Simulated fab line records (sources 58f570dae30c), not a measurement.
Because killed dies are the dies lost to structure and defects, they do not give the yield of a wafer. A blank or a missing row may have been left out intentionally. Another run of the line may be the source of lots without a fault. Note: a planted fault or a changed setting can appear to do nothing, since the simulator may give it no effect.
Which tool was responsible? / flow berkeley-cmos170 / 21 wafers sampled from 7 lots at 1 step of a route of 331

== WHAT THE GAUGES SHOWED, per wafer ==
UCB170_GATE_THK_MEAS_02.
lot=L863; measured=day 6 01:38; on=film-metro-01; GATE_OXIDE_THK (nm)=6.59 6.56 6.58
lot=L866; measured=day 6 11:03; on=film-metro-03; GATE_OXIDE_THK (nm)=6.56 6.55 6.54
lot=L869; measured=day 7 08:20; on=film-metro-03; GATE_OXIDE_THK (nm)=6.31 6.30 6.38
lot=L878; measured=day 9 06:05; on=film-metro-01; GATE_OXIDE_THK (nm)=6.46 6.45 6.40
lot=L881; measured=day 9 22:07; on=film-metro-03; GATE_OXIDE_THK (nm)=6.66 6.63 6.65
lot=L880; measured=day 9 22:07; on=film-metro-02; GATE_OXIDE_THK (nm)=6.67 6.53 6.50
lot=L884; measured=day 10 06:10; on=film-metro-03; GATE_OXIDE_THK (nm)=6.33 6.34 6.33

== WHAT TOOL EACH LOT RAN ON (gives the tool, then ch and the chambers of the sampled wafers, and finally the start) ==
Record: no process step prior to these readings.

== THE ANSWER, worked out from the rows above alone ==
Rule: the usual values come from the lots themselves. Put in order of their means at a reading, lots are off if they are a third of the lots or fewer, leave a main group of 4 or more, and stand apart from it by a gap of 3 or more times the standard deviation of the main group's means; of several such gaps the widest counts. A main group whose means are all the same, to the digits that the tables above print for the reading, isn't used. A lot without any number at a reading at which 4 lots or more have one is off too. The other lots that the step has rows for count as sound.
No lot is off at any reading shown: from this, nothing can be told.

== WHAT HAD BEEN PUT IN BY THE SIMULATOR ==
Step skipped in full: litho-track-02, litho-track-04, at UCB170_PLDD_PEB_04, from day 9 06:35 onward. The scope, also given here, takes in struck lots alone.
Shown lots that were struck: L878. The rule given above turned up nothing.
